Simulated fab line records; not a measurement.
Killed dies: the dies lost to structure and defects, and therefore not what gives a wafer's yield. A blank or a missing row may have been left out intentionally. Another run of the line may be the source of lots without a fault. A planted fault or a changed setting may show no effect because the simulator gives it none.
What tool caused it?	flow berkeley-cmos170	7 lots with 21 wafers sampled at 2 steps, on a route of 331 steps

== WHAT EACH GAUGE READ, for each wafer ==
UCB170_NWELL_OVL_MEAS_12.
lot	measured	on	NWELL_OVL (nm)
L412	day 2 18:47	overlay-01	-4 4 2
L414	day 3 05:34	overlay-02	0 -5 -3
L416	day 3 14:02	overlay-01	-3 -4 0
L421	day 4 12:01	overlay-02	927 921 922
L426	day 5 19:24	overlay-02	-4 1 0
L431	day 6 18:19	overlay-01	-9 -6 -1
L434	day 7 11:31	overlay-02	0 -2 10

== EACH LOT AND THE TOOL THAT RAN IT (in order: tool; ch and the chambers of the sampled wafers; start) ==
lot	UCB170_NWELL_EXPOSE_09
L412	krf-scanner-01 ch 0, day 2 17:37
L414	krf-scanner-01 ch 0, day 3 05:10
L416	krf-scanner-02 ch 0, day 3 13:16
L421	krf-scanner-01 ch 0, day 4 11:38
L426	krf-scanner-02 ch 0, day 5 19:01
L431	krf-scanner-02 ch 0, day 6 17:35
L434	krf-scanner-02 ch 0, day 7 11:10
- UCB170_NWELL_EXPOSE_09: exposes mask NWELL, target cd 3000 nm.

== THE ANSWER, worked out from the rows above alone ==
Rule: the lots themselves supply what counts as usual. Put in order of their means at a reading, lots are off if they are a third of the lots or fewer, leave a main group of 4 or more, and stand apart from it by a gap of 3 or more times the standard deviation of the main group's means; of several such gaps the widest counts. If all means in a main group match to the digits the tables above print for the reading, that group is not used. Also off: a lot with no number at a reading for which 4 or more lots have one. Any other lot the step has rows for is counted as sound.
Off: L421, at UCB170_NWELL_OVL_MEAS_12 (NWELL_OVL). Main group: mean -1 nm, sd 2.5.
If a tool, at a process step before that reading, ran all the lots that are off and no sound lot after the first of them, it fits. The gauges at UCB170_NWELL_OVL_MEAS_12 are tried like those tools. One fits: UCB170_NWELL_EXPOSE_09 on krf-scanner-01. Its last sound lot is L414 (day 3 05:10), its first lot that is off L421 (day 4 11:38): a fault that began between those two fits.

== WHAT THE SIMULATOR HAD INSERTED ==
Scanner matching overlay: krf-scanner-01, from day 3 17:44 on, at UCB170_NWELL_EXPOSE_09. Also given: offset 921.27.
Lots struck among those shown: L421. This agrees with what the rule above found.
